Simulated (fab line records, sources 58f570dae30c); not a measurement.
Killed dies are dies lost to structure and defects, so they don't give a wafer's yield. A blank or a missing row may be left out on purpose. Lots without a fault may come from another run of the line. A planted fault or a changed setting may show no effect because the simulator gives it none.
One fault seen from 2 desks | flow berkeley_cmos170 | each desk has only its own numbers; what lay behind them comes last

THE TOOL OWNER'S DESK: furnace-03
The tool's own readings at UCB170_M1_ANNEAL_14 (time 1200 s): means of the sampled wafers that have a number, for each lot that ran on this tool. A lot is out of limits, marked OUT, if its mean lies more than 4 standard deviations from the usual mean; the brackets give that distance. Of its 8 readings 7 are shown: the one that was out of limits first, and those that lie furthest out on some lot.
Columns: A = spike_tc_centre_C at UCB170_M1_ANNEAL_14, usual 401.7 C; B = spike_tc_load_C at UCB170_M1_ANNEAL_14, usual 418.5 C; C = spike_tc_source_C at UCB170_M1_ANNEAL_14, usual 417.4 C; D = tube_center_temp_C at UCB170_M1_ANNEAL_14, usual 400 C; E = tube_center_temp_C_max at UCB170_M1_ANNEAL_14, usual 401.03; F = zone_power_load_pct at UCB170_M1_ANNEAL_14, usual 6.46 %; G = zone_power_source_pct at UCB170_M1_ANNEAL_14, usual 5.93 %
lot  | first seen here | A                       | B                       | C                       | D                     | E                        | F              | G
L564 | day 8 07:05     | 401.2                   | 418.2                   | 417.2                   | 400                   | 400.94                   | 6.44           | 5.90
L565 | day 8 07:05     | 401.4                   | 418.2                   | 417.4                   | 400                   | 401.01                   | 6.43           | 5.96
L567 | day 9 04:20     | 402.4                   | 418.9                   | 416.9                   | 400                   | 400.87                   | 6.47           | 5.97
L566 | day 9 05:40     | 401.5                   | 418.7                   | 417.1                   | 400                   | 401.06                   | 6.44           | 5.95
L568 | day 9 07:05     | 401.2                   | 417.8                   | 418.6                   | 400                   | 401.04                   | 6.50           | 5.87
L571 | day 9 14:10     | 291.4 (-99 or more) OUT | 307.9 (-99 or more) OUT | 306.1 (-99 or more) OUT | 290 (-99 or more) OUT | 291.01 (-99 or more) OUT | 4.14 (-37) OUT | 3.76 (-36) OUT
L570 | day 9 15:29     | 291.1 (-99 or more) OUT | 308.9 (-99 or more) OUT | 305.9 (-99 or more) OUT | 290 (-99 or more) OUT | 291.07 (-99 or more) OUT | 4.16 (-37) OUT | 3.76 (-36) OUT
L569 | day 9 16:50     | 292.9 (-99) OUT         | 307.5 (-99 or more) OUT | 305.3 (-99 or more) OUT | 290 (-99 or more) OUT | 290.95 (-99 or more) OUT | 4.15 (-37) OUT | 3.77 (-35) OUT
L586 | day 13 16:34    | 402.3                   | 418.7                   | 416.6                   | 400                   | 400.96                   | 6.43           | 5.98
L585 | day 13 18:55    | 401.8                   | 417.9                   | 417.6                   | 400                   | 401.06                   | 6.50           | 5.97
L587 | day 14 01:41    | 400.9                   | 418.5                   | 417.5                   | 400                   | 401.10                   | 6.45           | 5.93
L582 | day 14 03:01    | 402.6                   | 419.0                   | 417.8                   | 400                   | 401.06                   | 6.45           | 5.85
L583 | day 14 03:01    | 402.4                   | 417.9                   | 417.5                   | 400                   | 401.01                   | 6.44           | 5.87
L584 | day 14 04:21    | 402.6                   | 418.2                   | 417.4                   | 400                   | 401.03                   | 6.48           | 5.91
This desk's finding: out of limits on L569, L570, L571; first on L571, day 9 14:10 (spike_tc_centre_C at UCB170_M1_ANNEAL_14). In limits: L564, L565, L567, L566, L568, L586, L585, L587, L582, L583, L584.

THE METROLOGY DESK
What the gauges read, lot by lot, whatever tool the lot ran on: means of the sampled wafers that have a number. A lot is out of limits, marked OUT, if its mean lies more than 4 standard deviations from the usual mean; the brackets give that distance.
Columns: A = CONTACT_OVL at UCB170_CONTACT_OVL_MEAS_16, usual 2 nm; B = M1_AL_RS at UCB170_M1_RS_MEAS_01, usual 0.0485 ohm/sq; C = M1_AL_THK at UCB170_M1_THK_MEAS_02, usual 602 nm
lot  | first seen here | A  | B      | C
L565 | day 8 03:35     | 5  | 0.0487 | 599
L564 | day 8 03:58     | 3  | 0.0490 | 599
L567 | day 9 00:43     | 4  | 0.0481 | 609
L566 | day 9 01:14     | 1  | 0.0484 | 604
L568 | day 9 04:50     | 4  | 0.0480 | 611
L571 | day 9 11:54     | 4  | 0.0477 | 612
L570 | day 9 12:14     | 5  | 0.0480 | 606
L569 | day 9 13:37     | -3 | 0.0487 | 599
L586 | day 13 13:55    | -1 | 0.0485 | 609
L585 | day 13 16:14    | 4  | 0.0485 | 602
L587 | day 13 23:19    | 1  | 0.0483 | 601
L582 | day 13 23:40    | 2  | 0.0488 | 602
L583 | day 14 00:08    | -5 | 0.0487 | 599
L584 | day 14 00:13    | -4 | 0.0483 | 607
This desk's finding: nothing out of limits on any of the 14 lots.

PUT TOGETHER
The tool owner's desk could have raised an alarm at day 9 14:10, on L569, L570, L571.
The metrology desk saw nothing out of limits.
The metrology desk has L569, L570, L571 on record, within its limits.
Of the lots named, all ran UCB170_M1_ANNEAL_14 on furnace-03.

WHAT THE SIMULATOR HAD PUT IN
Process parameter drift: furnace-03, from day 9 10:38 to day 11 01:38, at UCB170_M1_ANNEAL_14. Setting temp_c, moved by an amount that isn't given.
Lots struck among those shown: L569, L570, L571.
Hours from the fault's start to each desk's first reading out of limits: the tool owner's desk, 4.
